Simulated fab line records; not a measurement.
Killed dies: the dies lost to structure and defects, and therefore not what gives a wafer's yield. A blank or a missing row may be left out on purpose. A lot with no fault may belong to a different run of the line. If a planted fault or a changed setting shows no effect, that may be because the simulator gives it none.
The tool behind it: which one? + flow berkeleyCmos170 + 21 wafers from 7 lots sampled at 3 of the route's 331 steps

WHAT THE GAUGES SHOWED, per wafer
UCB170_CONTACT_THK_MEAS_02.
| lot  | measured     | on           | CONTACT_PSG_THK (nm) |
|------|--------------|--------------|----------------------|
| L221 | day 8 01:26  | filmMetro-03 | 712 721 721          |
| L224 | day 8 22:14  | filmMetro-03 | 717 714 711          |
| L227 | day 9 10:16  | filmMetro-03 | 718 717 723          |
| L226 | day 9 11:48  | filmMetro-04 | 714 716 720          |
| L231 | day 10 21:26 | filmMetro-03 | 717 715 707          |
| L237 | day 12 01:50 | filmMetro-04 | 718 713 724          |
| L241 | day 13 21:31 | filmMetro-01 | 719 713 720          |

WHICH TOOL RAN EACH LOT (tool, then ch and the chambers of the sampled wafers, then the start)
| lot  | UCB170_BACKSIDE_STRIP_03            | UCB170_CONTACT_CVD_01       |
|------|-------------------------------------|-----------------------------|
| L221 | plasmaAsher-02 ch 0,1, day 7 20:32  | lpcvd-01 ch 1, day 7 23:40  |
| L224 | plasmaAsher-03 ch 0,1, day 8 19:02  | lpcvd-01 ch 0, day 8 20:25  |
| L227 | plasmaAsher-03 ch 0,1, day 9 07:02  | lpcvd-01 ch 0, day 9 08:29  |
| L226 | plasmaAsher-02 ch 0,1, day 9 07:18  | lpcvd-02 ch 0, day 9 10:01  |
| L231 | plasmaAsher-03 ch 0,1, day 10 17:11 | lpcvd-02 ch 0, day 10 19:38 |
| L237 | plasmaAsher-01 ch 0,1, day 11 22:22 | lpcvd-02 ch 1, day 12 00:03 |
| L241 | plasmaAsher-02 ch 0, day 13 17:44   | lpcvd-02 ch 0, day 13 19:43 |
- UCB170_BACKSIDE_STRIP_03: strips in O2.
- UCB170_CONTACT_CVD_01: deposits PSG from SiH4/O2/PH3, target thk 700 nm, time 2820 s.

THE ANSWER, worked out from the rows above alone
Rule: the usual values come from the lots themselves. Put in order of their means at a reading, lots are off if they are a third of the lots or fewer, leave a main group of 4 or more, and stand apart from it by a gap of 3 or more times the standard deviation of the main group's means; of several such gaps the widest counts. A main group whose means are all the same, to the digits that the tables above print for the reading, isn't used. A lot without any number at a reading at which 4 lots or more have one is off too. The other lots that the step has rows for count as sound.
Nothing can be told from this: no lot is off at any reading shown.

WHAT HAD BEEN PUT IN BY THE SIMULATOR
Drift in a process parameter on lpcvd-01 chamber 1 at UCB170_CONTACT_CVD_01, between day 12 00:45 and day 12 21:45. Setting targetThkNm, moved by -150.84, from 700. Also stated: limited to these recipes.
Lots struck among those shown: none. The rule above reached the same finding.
